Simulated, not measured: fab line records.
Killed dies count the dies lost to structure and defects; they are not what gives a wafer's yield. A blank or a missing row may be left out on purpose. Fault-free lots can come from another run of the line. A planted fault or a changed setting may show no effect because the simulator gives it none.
What tool caused it? || flow berkeley_cmos170 || 14 lots with 42 wafers sampled at 5 steps, on a route of 331 steps

## WHAT EACH GAUGE READ, for each wafer
UCB170_SACOX_THK_MEAS_02.
{"lot": "L582", "measured": "day 5 14:03", "on": "film_metro-03", "SACOX_OXIDE_THK (nm)": "14.25 14.45 14.18"}
{"lot": "L585", "measured": "day 6 14:11", "on": "film_metro-01", "SACOX_OXIDE_THK (nm)": "14.42 14.24 14.34"}
{"lot": "L588", "measured": "day 6 19:47", "on": "film_metro-04", "SACOX_OXIDE_THK (nm)": "14.51 14.22 14.43"}
{"lot": "L587", "measured": "day 6 19:49", "on": "film_metro-01", "SACOX_OXIDE_THK (nm)": "13.92 13.83 14.19"}
{"lot": "L586", "measured": "day 6 19:47", "on": "film_metro-03", "SACOX_OXIDE_THK (nm)": "14.31 14.56 14.28"}
{"lot": "L589", "measured": "day 7 08:22", "on": "film_metro-03", "SACOX_OXIDE_THK (nm)": "14.34 14.23 14.46"}
{"lot": "L590", "measured": "day 7 08:21", "on": "film_metro-01", "SACOX_OXIDE_THK (nm)": "14.42 14.51 14.19"}
{"lot": "L591", "measured": "day 7 19:49", "on": "film_metro-03", "SACOX_OXIDE_THK (nm)": "14.44 14.25 14.22"}
{"lot": "L595", "measured": "day 8 20:58", "on": "film_metro-01", "SACOX_OXIDE_THK (nm)": "14.70 14.65 14.61"}
{"lot": "L598", "measured": "day 9 13:09", "on": "film_metro-01", "SACOX_OXIDE_THK (nm)": "14.60 14.60 14.85"}
{"lot": "L600", "measured": "day 9 21:50", "on": "film_metro-03", "SACOX_OXIDE_THK (nm)": "14.55 14.69 14.57"}
{"lot": "L601", "measured": "day 10 04:58", "on": "film_metro-03", "SACOX_OXIDE_THK (nm)": "14.22 14.27 14.31"}
{"lot": "L602", "measured": "day 10 16:53", "on": "film_metro-04", "SACOX_OXIDE_THK (nm)": "14.25 14.25 14.02"}
{"lot": "L605", "measured": "day 11 08:02", "on": "film_metro-04", "SACOX_OXIDE_THK (nm)": "14.29 14.46 14.03"}

UCB170_M1_CD_MEAS_90 targets a cd of 700 nm.
{"lot": "L582", "measured": "day 8 01:38", "on": "cd_sem-02", "cd_nm (nm)": "696.8 697.8 698.0"}
{"lot": "L585", "measured": "day 9 05:23", "on": "cd_sem-01", "cd_nm (nm)": "704.0 700.5 702.3"}
{"lot": "L588", "measured": "day 9 09:59", "on": "cd_sem-02", "cd_nm (nm)": "696.6 697.1 699.6"}
{"lot": "L587", "measured": "day 9 09:43", "on": "cd_sem-02", "cd_nm (nm)": "699.9 699.0 700.6"}
{"lot": "L586", "measured": "day 9 12:08", "on": "cd_sem-02", "cd_nm (nm)": "700.0 701.0 700.4"}
{"lot": "L589", "measured": "day 9 20:28", "on": "cd_sem-01", "cd_nm (nm)": "700.8 702.3 700.6"}
{"lot": "L590", "measured": "day 9 20:53", "on": "cd_sem-01", "cd_nm (nm)": "700.6 699.4 702.7"}
{"lot": "L591", "measured": "day 10 12:03", "on": "cd_sem-01", "cd_nm (nm)": "694.5 694.9 698.2"}
{"lot": "L595", "measured": "day 11 09:04", "on": "cd_sem-01", "cd_nm (nm)": "697.9 697.0 698.7"}
{"lot": "L598", "measured": "day 12 08:50", "on": "cd_sem-01", "cd_nm (nm)": "717.4 716.3 703.9 717.4 716.0 704.1"}
{"lot": "L600", "measured": "day 12 13:59", "on": "cd_sem-01", "cd_nm (nm)": "698.4 702.4 702.5"}
{"lot": "L601", "measured": "day 13 06:32", "on": "cd_sem-01", "cd_nm (nm)": "717.4 699.7 714.3 717.1 699.9 714.0"}
{"lot": "L602", "measured": "day 13 06:50", "on": "cd_sem-02", "cd_nm (nm)": "700.3 700.2 699.6"}
{"lot": "L605", "measured": "day 13 23:30", "on": "cd_sem-01", "cd_nm (nm)": "698.9 701.6 700.6"}

## TOOL THAT RAN EACH LOT (tool first, then ch and the chambers of the sampled wafers, then the start)
{"lot": "L582", "UCB170_PWELL_STRIP_16": "plasma_asher-02 ch 0,1, day 3 07:03", "UCB170_CONTACT_STRIP_19": "plasma_asher-03 ch 0,1, day 7 23:27", "UCB170_M1_METAL_ETCH_12": "rie_metal-04 ch 1, day 8 01:24"}
{"lot": "L585", "UCB170_PWELL_STRIP_16": "plasma_asher-03 ch 0,1, day 4 02:53", "UCB170_CONTACT_STRIP_19": "plasma_asher-03 ch 0,1, day 9 03:17", "UCB170_M1_METAL_ETCH_12": "rie_metal-04 ch 0,1, day 9 05:10"}
{"lot": "L588", "UCB170_PWELL_STRIP_16": "plasma_asher-04 ch 0,1, day 4 07:53", "UCB170_CONTACT_STRIP_19": "plasma_asher-03 ch 0,1, day 9 07:52", "UCB170_M1_METAL_ETCH_12": "rie_metal-04 ch 0,1, day 9 09:45"}
{"lot": "L587", "UCB170_PWELL_STRIP_16": "plasma_asher-03 ch 0,1, day 4 07:59", "UCB170_CONTACT_STRIP_19": "plasma_asher-02 ch 0,1, day 9 07:25", "UCB170_M1_METAL_ETCH_12": "rie_metal-02 ch 0,1, day 9 09:29"}
{"lot": "L586", "UCB170_PWELL_STRIP_16": "plasma_asher-02 ch 0,1, day 4 08:05", "UCB170_CONTACT_STRIP_19": "plasma_asher-01 ch 0,1, day 9 09:41", "UCB170_M1_METAL_ETCH_12": "rie_metal-03 ch 0,1, day 9 11:54"}
{"lot": "L589", "UCB170_PWELL_STRIP_16": "plasma_asher-04 ch 0,1, day 4 19:56", "UCB170_CONTACT_STRIP_19": "plasma_asher-03 ch 0,1, day 9 18:25", "UCB170_M1_METAL_ETCH_12": "rie_metal-03 ch 0,1, day 9 20:13"}
{"lot": "L590", "UCB170_PWELL_STRIP_16": "plasma_asher-02 ch 0,1, day 4 20:13", "UCB170_CONTACT_STRIP_19": "plasma_asher-02 ch 0,1, day 9 18:58", "UCB170_M1_METAL_ETCH_12": "rie_metal-04 ch 0,1, day 9 20:39"}
{"lot": "L591", "UCB170_PWELL_STRIP_16": "plasma_asher-03 ch 0,1, day 5 06:16", "UCB170_CONTACT_STRIP_19": "plasma_asher-01 ch 0,1, day 10 09:49", "UCB170_M1_METAL_ETCH_12": "rie_metal-04 ch 0,1, day 10 11:48"}
{"lot": "L595", "UCB170_PWELL_STRIP_16": "plasma_asher-04 ch 0,1, day 5 20:07", "UCB170_CONTACT_STRIP_19": "plasma_asher-01 ch 0,1, day 11 06:32", "UCB170_M1_METAL_ETCH_12": "rie_metal-04 ch 1, day 11 08:49"}
{"lot": "L598", "UCB170_PWELL_STRIP_16": "plasma_asher-02 ch 0,1, day 6 15:25", "UCB170_CONTACT_STRIP_19": "plasma_asher-02 ch 0,1, day 12 06:46", "UCB170_M1_METAL_ETCH_12": "rie_metal-03 ch 0,1, day 12 08:35"}
{"lot": "L600", "UCB170_PWELL_STRIP_16": "plasma_asher-04 ch 0,1, day 7 01:14", "UCB170_CONTACT_STRIP_19": "plasma_asher-02 ch 0,1, day 12 11:40", "UCB170_M1_METAL_ETCH_12": "rie_metal-02 ch 0,1, day 12 13:45"}
{"lot": "L601", "UCB170_PWELL_STRIP_16": "plasma_asher-03 ch 0,1, day 7 10:07", "UCB170_CONTACT_STRIP_19": "plasma_asher-01 ch 0,1, day 13 02:53", "UCB170_M1_METAL_ETCH_12": "rie_metal-03 ch 0,1, day 13 06:10"}
{"lot": "L602", "UCB170_PWELL_STRIP_16": "plasma_asher-02 ch 0,1, day 7 22:30", "UCB170_CONTACT_STRIP_19": "plasma_asher-03 ch 0,1, day 13 03:09", "UCB170_M1_METAL_ETCH_12": "rie_metal-04 ch 0,1, day 13 06:36"}
{"lot": "L605", "UCB170_PWELL_STRIP_16": "plasma_asher-02 ch 0,1, day 8 11:42", "UCB170_CONTACT_STRIP_19": "plasma_asher-03 ch 1, day 13 21:34", "UCB170_M1_METAL_ETCH_12": "rie_metal-04 ch 0,1, day 13 23:15"}
- UCB170_PWELL_STRIP_16: strips in O2.
- UCB170_CONTACT_STRIP_19: strips in O2.
- UCB170_M1_METAL_ETCH_12: etches Al in Cl2/BCl3, stops on PSG, target depth 780 nm, time 130 s.

## AS READ BY THE TOOLS THEMSELVES (means over the sampled wafers that have a number; for cases with no such wafer, the mark the record gives instead)
UCB170_PWELL_STRIP_16.
{"lot": "L582", "tool": "plasma_asher-02", "drypump_motor_current_A (A)": 5.3, "oes_product_au (a.u.)": 0.722, "strip_time_to_endpoint_s (s)": 18.00}
{"lot": "L585", "tool": "plasma_asher-03", "drypump_motor_current_A (A)": 5.7, "oes_product_au (a.u.)": 0.724, "strip_time_to_endpoint_s (s)": 17.93}
{"lot": "L588", "tool": "plasma_asher-04", "drypump_motor_current_A (A)": 5.7, "oes_product_au (a.u.)": 0.719, "strip_time_to_endpoint_s (s)": 18.00}
{"lot": "L587", "tool": "plasma_asher-03", "drypump_motor_current_A (A)": 6.1, "oes_product_au (a.u.)": 0.720, "strip_time_to_endpoint_s (s)": 17.89}
{"lot": "L586", "tool": "plasma_asher-02", "drypump_motor_current_A (A)": 5.2, "oes_product_au (a.u.)": 0.720, "strip_time_to_endpoint_s (s)": 18.02}
{"lot": "L589", "tool": "plasma_asher-04", "drypump_motor_current_A (A)": 6.0, "oes_product_au (a.u.)": 0.724, "strip_time_to_endpoint_s (s)": 18.03}
{"lot": "L590", "tool": "plasma_asher-02", "drypump_motor_current_A (A)": 5.3, "oes_product_au (a.u.)": 0.723, "strip_time_to_endpoint_s (s)": 18.01}
{"lot": "L591", "tool": "plasma_asher-03", "drypump_motor_current_A (A)": 5.7, "oes_product_au (a.u.)": 0.719, "strip_time_to_endpoint_s (s)": 18.11}
{"lot": "L595", "tool": "plasma_asher-04", "drypump_motor_current_A (A)": 6.0, "oes_product_au (a.u.)": 0.717, "strip_time_to_endpoint_s (s)": 18.21}
{"lot": "L598", "tool": "plasma_asher-02", "drypump_motor_current_A (A)": 5.3, "oes_product_au (a.u.)": 0.726, "strip_time_to_endpoint_s (s)": 18.21}
{"lot": "L600", "tool": "plasma_asher-04", "drypump_motor_current_A (A)": 5.7, "oes_product_au (a.u.)": 0.722, "strip_time_to_endpoint_s (s)": 18.22}
{"lot": "L601", "tool": "plasma_asher-03", "drypump_motor_current_A (A)": 6.1, "oes_product_au (a.u.)": 0.717, "strip_time_to_endpoint_s (s)": 18.06}
{"lot": "L602", "tool": "plasma_asher-02", "drypump_motor_current_A (A)": 5.3, "oes_product_au (a.u.)": 0.721, "strip_time_to_endpoint_s (s)": 18.02}
{"lot": "L605", "tool": "plasma_asher-02", "drypump_motor_current_A (A)": 5.3, "oes_product_au (a.u.)": 0.717, "strip_time_to_endpoint_s (s)": 18.03}

UCB170_CONTACT_STRIP_19.
{"lot": "L582", "tool": "plasma_asher-03", "drypump_motor_current_A (A)": 6.1, "oes_product_au (a.u.)": 0.724}
{"lot": "L585", "tool": "plasma_asher-03", "drypump_motor_current_A (A)": 6.1, "oes_product_au (a.u.)": 0.721}
{"lot": "L588", "tool": "plasma_asher-03", "drypump_motor_current_A (A)": 5.7, "oes_product_au (a.u.)": 0.724}
{"lot": "L587", "tool": "plasma_asher-02", "drypump_motor_current_A (A)": 5.2, "oes_product_au (a.u.)": 0.724}
{"lot": "L586", "tool": "plasma_asher-01", "drypump_motor_current_A (A)": 5.5, "oes_product_au (a.u.)": 0.724}
{"lot": "L589", "tool": "plasma_asher-03", "drypump_motor_current_A (A)": 6.1, "oes_product_au (a.u.)": 0.725}
{"lot": "L590", "tool": "plasma_asher-02", "drypump_motor_current_A (A)": 5.2, "oes_product_au (a.u.)": 0.723}
{"lot": "L591", "tool": "plasma_asher-01", "drypump_motor_current_A (A)": 5.5, "oes_product_au (a.u.)": 0.726}
{"lot": "L595", "tool": "plasma_asher-01", "drypump_motor_current_A (A)": 5.5, "oes_product_au (a.u.)": 0.722}
{"lot": "L598", "tool": "plasma_asher-02", "drypump_motor_current_A (A)": 5.2, "oes_product_au (a.u.)": 0.721}
{"lot": "L600", "tool": "plasma_asher-02", "drypump_motor_current_A (A)": 5.3, "oes_product_au (a.u.)": 0.725}
{"lot": "L601", "tool": "plasma_asher-01", "drypump_motor_current_A (A)": 5.5, "oes_product_au (a.u.)": 0.721}
{"lot": "L602", "tool": "plasma_asher-03", "drypump_motor_current_A (A)": 6.1, "oes_product_au (a.u.)": 0.728}
{"lot": "L605", "tool": "plasma_asher-03", "drypump_motor_current_A (A)": 5.3, "oes_product_au (a.u.)": 0.725}

UCB170_M1_METAL_ETCH_12.
{"lot": "L582", "tool": "rie_metal-04", "bcl3_flow_sccm (sccm)": 44.77, "drypump_motor_current_A (A)": 6.1, "oes_product_au (a.u.)": 0.877, "throttle_valve_pct (%)": 24.45}
{"lot": "L585", "tool": "rie_metal-04", "bcl3_flow_sccm (sccm)": 45.04, "drypump_motor_current_A (A)": 5.7, "oes_product_au (a.u.)": 0.858, "throttle_valve_pct (%)": 24.50}
{"lot": "L588", "tool": "rie_metal-04", "bcl3_flow_sccm (sccm)": 45.09, "drypump_motor_current_A (A)": 5.7, "oes_product_au (a.u.)": 0.867, "throttle_valve_pct (%)": 24.49}
{"lot": "L587", "tool": "rie_metal-02", "bcl3_flow_sccm (sccm)": 45.09, "drypump_motor_current_A (A)": 5.5, "oes_product_au (a.u.)": 0.854, "throttle_valve_pct (%)": 24.30}
{"lot": "L586", "tool": "rie_metal-03", "bcl3_flow_sccm (sccm)": 45.06, "drypump_motor_current_A (A)": 6.2, "oes_product_au (a.u.)": 0.862, "throttle_valve_pct (%)": 24.42}
{"lot": "L589", "tool": "rie_metal-03", "bcl3_flow_sccm (sccm)": 44.93, "drypump_motor_current_A (A)": 6.1, "oes_product_au (a.u.)": 0.863, "throttle_valve_pct (%)": 24.42}
{"lot": "L590", "tool": "rie_metal-04", "bcl3_flow_sccm (sccm)": 45.06, "drypump_motor_current_A (A)": 5.9, "oes_product_au (a.u.)": 0.870, "throttle_valve_pct (%)": 24.47}
{"lot": "L591", "tool": "rie_metal-04", "bcl3_flow_sccm (sccm)": 44.93, "drypump_motor_current_A (A)": 5.9, "oes_product_au (a.u.)": 0.868, "throttle_valve_pct (%)": 24.47}
{"lot": "L595", "tool": "rie_metal-04", "bcl3_flow_sccm (sccm)": 45.03, "drypump_motor_current_A (A)": 6.1, "oes_product_au (a.u.)": 0.872, "throttle_valve_pct (%)": 24.45}
{"lot": "L598", "tool": "rie_metal-03", "bcl3_flow_sccm (sccm)": 44.92, "drypump_motor_current_A (A)": 6.2, "oes_product_au (a.u.)": 0.753, "throttle_valve_pct (%)": 24.47}
{"lot": "L600", "tool": "rie_metal-02", "bcl3_flow_sccm (sccm)": 45.08, "drypump_motor_current_A (A)": 5.5, "oes_product_au (a.u.)": 0.854, "throttle_valve_pct (%)": 24.30}
{"lot": "L601", "tool": "rie_metal-03", "bcl3_flow_sccm (sccm)": 44.94, "drypump_motor_current_A (A)": 6.2, "oes_product_au (a.u.)": 0.750, "throttle_valve_pct (%)": 24.48}
{"lot": "L602", "tool": "rie_metal-04", "bcl3_flow_sccm (sccm)": 44.86, "drypump_motor_current_A (A)": 5.9, "oes_product_au (a.u.)": 0.871, "throttle_valve_pct (%)": 24.47}
{"lot": "L605", "tool": "rie_metal-04", "bcl3_flow_sccm (sccm)": 44.90, "drypump_motor_current_A (A)": 5.7, "oes_product_au (a.u.)": 0.862, "throttle_valve_pct (%)": 24.48}

## THE ANSWER, worked out from the rows above alone
Rule: the lots themselves supply what counts as usual. The widest of any qualifying gaps counts: lots, ordered by their means at a reading, are off when they make up no more than a third of the lots, leave a main group of 4 or more, and stand apart from it by 3 or more times the standard deviation of that group's means. A main group is skipped when, at the precision printed for the reading in the tables above, its means are all equal. Also off: a lot with no number at a reading for which 4 or more lots have one. The other lots that the step has rows for count as sound. First the gauges in route order, then the tools' own readings, where a lot's mean is used as printed above. At the first step where some lot is off, the reading lying furthest off is the one used; lots without a number count as furthest.
Off: L598, L601 (UCB170_M1_CD_MEAS_90, cd_nm). For the main group the mean is 699.6 nm and the standard deviation 1.8.
If a tool, at a process step before that reading, ran all the lots that are off and no sound lot after the first of them, it fits. Not tried: the gauges at UCB170_M1_CD_MEAS_90; whatever is off there is also off at UCB170_M1_METAL_ETCH_12, on other tools, and gauge error can't account for it. One fits: UCB170_M1_METAL_ETCH_12 on rie_metal-03. A fault onset in the window from L589 (day 9 20:13, its last sound lot) to L598 (day 12 08:35, its first lot off) fits.
On the lots that are off, the tool's own readings at UCB170_M1_METAL_ETCH_12 differ by more than 5 times the standard deviation of the sound lots' means, which bears it out; oes_product_au reads 0.752 a.u. there versus 0.865 a.u. on the sound lots.

## WHAT HAD BEEN PUT IN BY THE SIMULATOR
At UCB170_M1_METAL_ETCH_12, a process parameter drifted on rie_metal-03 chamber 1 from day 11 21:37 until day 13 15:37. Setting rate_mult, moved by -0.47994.
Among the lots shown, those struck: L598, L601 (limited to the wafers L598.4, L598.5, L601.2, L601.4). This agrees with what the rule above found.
